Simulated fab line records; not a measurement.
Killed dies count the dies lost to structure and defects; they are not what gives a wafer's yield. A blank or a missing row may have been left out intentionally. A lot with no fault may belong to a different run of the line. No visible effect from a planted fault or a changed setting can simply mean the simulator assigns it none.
Lot-split experiment ; flow berkeley-cmos170 ; 5 lots, 23 wafers read, on a route of 331 steps

THE SPLIT ITSELF
At UCB170_M1_SPUTTER_00 (material Al, target thk 600 nm, time 80 s), the setting power-w was moved away from the recipe's 6000 W on 4 of the 23 wafers read, by -10.5% to +6.0%. For the rest of the wafers, this setting stayed at what the recipe calls for.

BETWEEN THE SPLIT AND THE READING: the file shows 1 step in between
- UCB170_M1_RS_MEAS_01: measures by four-point-probe

THE READING
M1_AL_THK, in nm, at UCB170_M1_THK_MEAS_02 (measures by xrf). A value of 591 nm with a standard deviation of 7.3 nm is what fault-free wafers of this fab line usually give.

wafer;tool, chamber at the split;power-w as run, W;against the recipe;M1_AL_THK, nm;against lot-mates on the recipe
L076.1;pvd-sputter-01, -;6000;recipe;583;-
L076.4;pvd-sputter-01, -;6000;recipe;587;-
L076.6;pvd-sputter-01, -;6000;recipe;586;-
L075.1;pvd-sputter-04, -;6000;recipe;593;-
L075.2;pvd-sputter-04, -;6000;recipe;589;-
L075.3;pvd-sputter-04, -;6000;recipe;599;-
L075.4;pvd-sputter-04, -;6000;recipe;592;-
L075.5;pvd-sputter-04, -;6000;recipe;598;-
L077.1;pvd-sputter-03, -;6000;recipe;585;-
L077.2;pvd-sputter-03, -;6000;recipe;586;-
L077.3;pvd-sputter-03, -;6000;recipe;599;-
L077.5;pvd-sputter-03, -;6000;recipe;578;-
L077.6;pvd-sputter-03, -;6000;recipe;586;-
L081.1;pvd-sputter-01, -;6000;recipe;590;-
L081.2;pvd-sputter-01, -;6000;recipe;585;-
L081.3;pvd-sputter-01, -;6362;+6.0%;620;+32
L081.4;pvd-sputter-01, -;6000;recipe;589;-
L081.5;pvd-sputter-01, -;6362;+6.0%;621;+33
L083.1;pvd-sputter-04, -;6000;recipe;592;-
L083.2;pvd-sputter-04, -;5369;-10.5%;538;-59
L083.4;pvd-sputter-04, -;6000;recipe;603;-
L083.5;pvd-sputter-04, -;6000;recipe;595;-
L083.6;pvd-sputter-04, -;5369;-10.5%;531;-66

THE FIT
A straight line over all 23 wafers: M1_AL_THK changes by +5.22 nm for each +1% of power-w; r = +0.95; the points scatter about the line by 6 nm.
The same after taking each lot's own level away (the mean of its wafers on the recipe; 23 wafers): +5.77 nm for each +1%; r = +0.98; scatter 4.5 nm.
According to that fit, moving power-w by its largest amount changes the reading by 61 nm.
From 585.3 to 596.7 nm: that is the span of the lots' own levels, equal to 1.6 times the standard deviation above.
The two slopes are in agreement: the lot-to-lot level therefore moves the slope only a little.
Check: with one of the wafers moved furthest among these (-10.5%) left out of the fit, the line predicts -62.6 nm for it against its lot-mates. It came out at -58.7 nm against them.

OTHER SPLITS ON THESE WAFERS
These wafers also went through other splits before the reading. Each is held against what the fit with the lots' levels taken away leaves over:
other split on the same wafers;wafers away from the commonest value;r with M1_AL_THK (lot level and that fit taken away)
UCB170_NLDD_EXPOSE_03 dose-mj;8;-0.16
UCB170_NLDD_STRIP_10 o2-flow-sccm;5;+0.20
UCB170_PSD_PEB_04 peb-temp-c;8;+0.08
UCB170_BACKSIDE_COAT_01 spin-rpm;8;+0.11
UCB170_SDANNEAL_RTA_01 time-s;5;-0.30
UCB170_CONTACT_COAT_04 resist-thk-nm;8;+0.07

THE WHOLE CHAIN: every reading that the file lists as answering this split, in the file's order
step;what it does;reading;change (the file's fit);r (the file's)
UCB170_M1_SPUTTER_00;material Al, target thk 600 nm, time 80 s;Al_of_M1_SPUTTER_00.thk-nm (the simulator's own value, which no gauge read);+5.98 nm for each +1% of the setting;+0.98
UCB170_M1_RS_MEAS_01;measures by four-point-probe;M1_AL_RS;-0.000522 for each +1% of the setting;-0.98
UCB170_M1_THK_MEAS_02;measures by xrf;M1_AL_THK;+5.8 for each +1% of the setting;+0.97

FILE'S OWN FIT
M1_AL_THK changes by +5.8 nm for each +1% of power-w, r = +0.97.
